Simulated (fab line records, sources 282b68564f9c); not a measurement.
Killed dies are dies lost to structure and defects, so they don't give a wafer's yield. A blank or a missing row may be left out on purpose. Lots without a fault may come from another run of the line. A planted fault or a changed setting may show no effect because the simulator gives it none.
Which tool did it? | flow rit_cmos | 13 lots, 39 wafers sampled, at 2 steps of a route of 202

WHAT THE GAUGES READ, wafer by wafer
The record holds no reading of a measuring or inspecting step that can be judged against a usual standard deviation.

WHICH TOOL RAN EACH LOT (tool, then ch and the chambers of the sampled wafers, then the start)
lot  | RIT_NLDD_STRIP_09                   | RIT_M1_PROBE_99
L895 | plasma_asher-02 ch 0,1, day 2 23:17 | -
L896 | plasma_asher-02 ch 0,1, day 3 00:53 | -
L898 | plasma_asher-02 ch 0,1, day 3 10:59 | -
L899 | plasma_asher-03 ch 0, day 3 14:35   | -
L900 | plasma_asher-03 ch 0,1, day 3 19:34 | -
L901 | plasma_asher-01 ch 1, day 3 23:52   | -
L902 | plasma_asher-01 ch 0,1, day 4 10:18 | -
L903 | plasma_asher-01 ch 0,1, day 4 12:53 | -
L909 | plasma_asher-01 ch 1, day 5 15:58   | -
L913 | plasma_asher-03 ch 0,1, day 6 21:26 | prober-01, day 7 15:22
L915 | plasma_asher-03 ch 0,1, day 7 05:48 | -
L916 | plasma_asher-03 ch 0,1, day 7 11:06 | -
L918 | plasma_asher-02 ch 0,1, day 7 23:28 | prober-02, day 8 16:07
- RIT_NLDD_STRIP_09: strips in O2, time 180 s.
- RIT_M1_PROBE_99

WHAT THE TOOLS THEMSELVES READ (means of the sampled wafers that have a number; where no wafer has one, the mark that the record gives instead)
RIT_NLDD_STRIP_09. Usual: chamber_pressure_mTorr 4000 mTorr, standard deviation 3.5; drypump_motor_current_A 5.7 A, standard deviation 0.45.
lot  | tool            | chamber_pressure_mTorr (mTorr) | drypump_motor_current_A (A) | flag
L895 | plasma_asher-02 | 4004                           | 5.8                         |
L896 | plasma_asher-02 | 4000                           | 5.8                         |
L898 | plasma_asher-02 | 4001                           | 5.8                         |
L899 | plasma_asher-03 | 4001                           | 5.8                         |
L900 | plasma_asher-03 | 4003                           | 5.5                         |
L901 | plasma_asher-01 | 3998                           | 6.3                         |
L902 | plasma_asher-01 | 4001                           | 6.1                         |
L903 | plasma_asher-01 | 3999                           | 6.1                         |
L909 | plasma_asher-01 | 2000                           | 6.3                         | OFF
L913 | plasma_asher-03 | 3998                           | 5.3                         |
L915 | plasma_asher-03 | 4001                           | 5.3                         |
L916 | plasma_asher-03 | 4002                           | 5.5                         |
L918 | plasma_asher-02 | 4001                           | 6.1                         |

RIT_M1_PROBE_99. Usual: killed_at_contacts 0.1, standard deviation 0.3; killed_at_front_end 6.5, standard deviation 2.9; killed_dies 6.6, standard deviation 3; killed_open 3.3, standard deviation 2; killed_short 3.3, standard deviation 1.9.
lot  | tool      | killed_at_contacts | killed_at_front_end | killed_dies | killed_open | killed_short | flag
L913 | prober-01 | 0.0                | 3.3                 | 3.3         | 1.3         | 2.0          |
L918 | prober-02 | 0.3                | 4.7                 | 5.0         | 1.3         | 3.7          |

THE ANSWER, worked out from the rows above alone
Rule: a lot is off if the mean of its wafers that have a number lies more than 3 standard deviations from the usual mean. A lot without any number at a reading at which 4 lots or more have one is off too. The other lots that the step has rows for count as sound. The gauges are gone through in route order, then the tools' own readings, and for those a lot's mean is taken as printed above. The first step at which some lot is off is used, and at that step the reading that is off furthest; a lot without a number counts as furthest.
Off: L909, at RIT_NLDD_STRIP_09 (chamber_pressure_mTorr).
A tool fits if, at that step or a process step before it, it ran every lot that is off, and no sound lot after the first of them. One fits: plasma_asher-01 at RIT_NLDD_STRIP_09. Its last sound lot is L903 (day 4 12:53), its first lot that is off L909 (day 5 15:58): a fault that began between those two fits.
The tool's own readings at RIT_NLDD_STRIP_09 bear it out: on the lots that are off they differ by more than 5 times the standard deviation of the sound lots' means. chamber_pressure_mTorr reads 2000 mTorr there against 4001 mTorr on the sound lots.

WHAT THE SIMULATOR HAD PUT IN
Process parameter drift: plasma_asher-01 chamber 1, from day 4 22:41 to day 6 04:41, at RIT_NLDD_STRIP_09. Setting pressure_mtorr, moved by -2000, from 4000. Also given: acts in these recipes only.
Lots struck among those shown: L909. The rule above found the same.
